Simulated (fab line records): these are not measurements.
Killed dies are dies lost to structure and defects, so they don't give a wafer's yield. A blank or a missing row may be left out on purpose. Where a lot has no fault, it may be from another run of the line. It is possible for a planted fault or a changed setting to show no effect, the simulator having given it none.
Which tool is to blame? / flow rit cmos / 39 wafers from 13 lots sampled at 3 of the route's 202 steps

## WHAT THE GAUGES READ, wafer by wafer
RIT_PSD_OVL_MEAS_06. Usual: PSD_OVL gives 0.0 nm (standard deviation 1.5).
lot=L230; measured=day 3 00:02; on=overlay-01; PSD_OVL (nm)=4.0 2.0 3.0; flag=
lot=L233; measured=day 3 16:34; on=overlay-02; PSD_OVL (nm)=3.6 2.5 1.3; flag=
lot=L234; measured=day 3 21:51; on=overlay-02; PSD_OVL (nm)=0.0 0.0 -0.5; flag=
lot=L235; measured=day 4 05:01; on=overlay-01; PSD_OVL (nm)=-0.5 -1.0 0.0; flag=
lot=L236; measured=day 4 07:53; on=overlay-01; PSD_OVL (nm)=2.0 -0.3 3.0; flag=
lot=L237; measured=day 4 16:26; on=overlay-01; PSD_OVL (nm)=0.6 1.3 1.8; flag=
lot=L238; measured=day 4 18:29; on=overlay-01; PSD_OVL (nm)=-0.8 -0.7 0.3; flag=
lot=L240; measured=day 5 02:34; on=overlay-01; PSD_OVL (nm)=- - -; flag=OFF
lot=L242; measured=day 5 11:43; on=overlay-02; PSD_OVL (nm)=1.0 2.3 -0.2; flag=
lot=L243; measured=day 5 18:34; on=overlay-01; PSD_OVL (nm)=-0.8 0.8 -0.6; flag=
lot=L251; measured=day 7 11:37; on=overlay-01; PSD_OVL (nm)=-3.2 -3.3 -2.0; flag=
lot=L252; measured=day 7 16:26; on=overlay-02; PSD_OVL (nm)=-0.8 -0.8 -0.5; flag=
lot=L253; measured=day 7 21:50; on=overlay-02; PSD_OVL (nm)=-0.8 -0.7 0.1; flag=

RIT_PSD_TW_MEAS_10. Usual: PSD_TW gives 3431 (standard deviation 15).
lot=L230; measured=day 3 00:33; on=film metro-04; PSD_TW=3444 3434 3438; flag=
lot=L233; measured=day 3 17:04; on=film metro-02; PSD_TW=3426 3428 3430; flag=
lot=L234; measured=day 3 22:26; on=film metro-04; PSD_TW=3413 3439 3442; flag=
lot=L235; measured=day 4 05:32; on=film metro-03; PSD_TW=3440 3431 3438; flag=
lot=L236; measured=day 4 08:23; on=film metro-04; PSD_TW=3429 3417 3416; flag=
lot=L237; measured=day 4 16:58; on=film metro-04; PSD_TW=3421 3435 3423; flag=
lot=L238; measured=day 4 18:59; on=film metro-04; PSD_TW=3416 3432 3431; flag=
lot=L240; measured=day 5 03:04; on=film metro-04; PSD_TW=30 30 30; flag=OFF
lot=L242; measured=day 5 12:14; on=film metro-04; PSD_TW=3436 3435 3451; flag=
lot=L243; measured=day 5 19:05; on=film metro-02; PSD_TW=3427 3426 3433; flag=
lot=L251; measured=day 7 12:08; on=film metro-04; PSD_TW=3429 3421 3437; flag=
lot=L252; measured=day 7 16:57; on=film metro-04; PSD_TW=3436 3419 3420; flag=
lot=L253; measured=day 7 22:34; on=film metro-04; PSD_TW=3443 3428 3452; flag=

## WHICH TOOL RAN EACH LOT (tool, then ch and the chambers of the sampled wafers, then the start)
lot=L230; RIT_PSD_EXPOSE_03=iline stepper-02 ch 0, day 2 23:39
lot=L233; RIT_PSD_EXPOSE_03=iline stepper-02 ch 0, day 3 16:10
lot=L234; RIT_PSD_EXPOSE_03=iline stepper-01 ch 0, day 3 21:24
lot=L235; RIT_PSD_EXPOSE_03=iline stepper-01 ch 0, day 4 04:37
lot=L236; RIT_PSD_EXPOSE_03=iline stepper-02 ch 0, day 4 07:29
lot=L237; RIT_PSD_EXPOSE_03=iline stepper-02 ch 0, day 4 16:03
lot=L238; RIT_PSD_EXPOSE_03=iline stepper-01 ch 0, day 4 18:05
lot=L240; RIT_PSD_EXPOSE_03=iline stepper-02 ch 0, day 5 02:10
lot=L242; RIT_PSD_EXPOSE_03=iline stepper-02 ch 0, day 5 11:20
lot=L243; RIT_PSD_EXPOSE_03=iline stepper-01 ch 0, day 5 18:13
lot=L251; RIT_PSD_EXPOSE_03=iline stepper-02 ch 0, day 7 11:14
lot=L252; RIT_PSD_EXPOSE_03=iline stepper-02 ch 0, day 7 16:02
lot=L253; RIT_PSD_EXPOSE_03=iline stepper-01 ch 0, day 7 21:27
- RIT_PSD_EXPOSE_03: exposes mask M10, target cd 40900 nm.

## WHAT THE TOOLS THEMSELVES READ (means of the sampled wafers that have a number; where no wafer has one, the mark that the record gives instead)
RIT_PSD_EXPOSE_03. Usual: exposure dose mJ cm2 249.96, standard deviation 0.25; reticle temp C 23.01 C, standard deviation 0.11; stage vel mm s 499.97 mm/s, standard deviation 0.25.
lot=L230; tool=iline stepper-02; exposure dose mJ cm2=250.08; reticle temp C (C)=23.11; stage vel mm s (mm/s)=500.18; flag=
lot=L233; tool=iline stepper-02; exposure dose mJ cm2=249.91; reticle temp C (C)=22.96; stage vel mm s (mm/s)=500.03; flag=
lot=L234; tool=iline stepper-01; exposure dose mJ cm2=249.77; reticle temp C (C)=23.00; stage vel mm s (mm/s)=500.07; flag=
lot=L235; tool=iline stepper-01; exposure dose mJ cm2=249.90; reticle temp C (C)=22.88; stage vel mm s (mm/s)=499.87; flag=
lot=L236; tool=iline stepper-02; exposure dose mJ cm2=250.15; reticle temp C (C)=23.13; stage vel mm s (mm/s)=500.32; flag=
lot=L237; tool=iline stepper-02; exposure dose mJ cm2=249.87; reticle temp C (C)=22.97; stage vel mm s (mm/s)=499.84; flag=
lot=L238; tool=iline stepper-01; exposure dose mJ cm2=250.10; reticle temp C (C)=23.06; stage vel mm s (mm/s)=499.76; flag=
lot=L240; tool=iline stepper-02; exposure dose mJ cm2=250.17; reticle temp C (C)=23.03; stage vel mm s (mm/s)=499.74; flag=
lot=L242; tool=iline stepper-02; exposure dose mJ cm2=250.02; reticle temp C (C)=22.86; stage vel mm s (mm/s)=499.74; flag=
lot=L243; tool=iline stepper-01; exposure dose mJ cm2=249.75; reticle temp C (C)=23.14; stage vel mm s (mm/s)=500.08; flag=
lot=L251; tool=iline stepper-02; exposure dose mJ cm2=249.60; reticle temp C (C)=22.98; stage vel mm s (mm/s)=500.04; flag=
lot=L252; tool=iline stepper-02; exposure dose mJ cm2=250.17; reticle temp C (C)=22.94; stage vel mm s (mm/s)=500.13; flag=
lot=L253; tool=iline stepper-01; exposure dose mJ cm2=249.73; reticle temp C (C)=23.06; stage vel mm s (mm/s)=499.93; flag=

## THE ANSWER, worked out from the rows above alone
Rule: lot off if the mean of its wafers having a number is beyond 3 standard deviations from the usual mean. A lot without any number at a reading at which 4 lots or more have one is off too. Where the step has rows for the other lots, those lots are counted as sound. First the gauges in route order, then the tools' own readings, where a lot's mean is used as printed above. At the first step where some lot is off, the reading lying furthest off is the one used; lots without a number count as furthest.
Off: L240, at RIT_PSD_OVL_MEAS_06 (PSD_OVL). Without a number there: L240.
If a tool, at a process step before that reading, ran all the lots that are off and no sound lot after the first of them, it fits. The gauges at RIT_PSD_OVL_MEAS_06 aren't tried: what is off there is off at RIT_PSD_TW_MEAS_10 too, on other tools, and a gauge's error can't cause that. Not one of the candidates tried fits.

## WHAT THE SIMULATOR PUT IN
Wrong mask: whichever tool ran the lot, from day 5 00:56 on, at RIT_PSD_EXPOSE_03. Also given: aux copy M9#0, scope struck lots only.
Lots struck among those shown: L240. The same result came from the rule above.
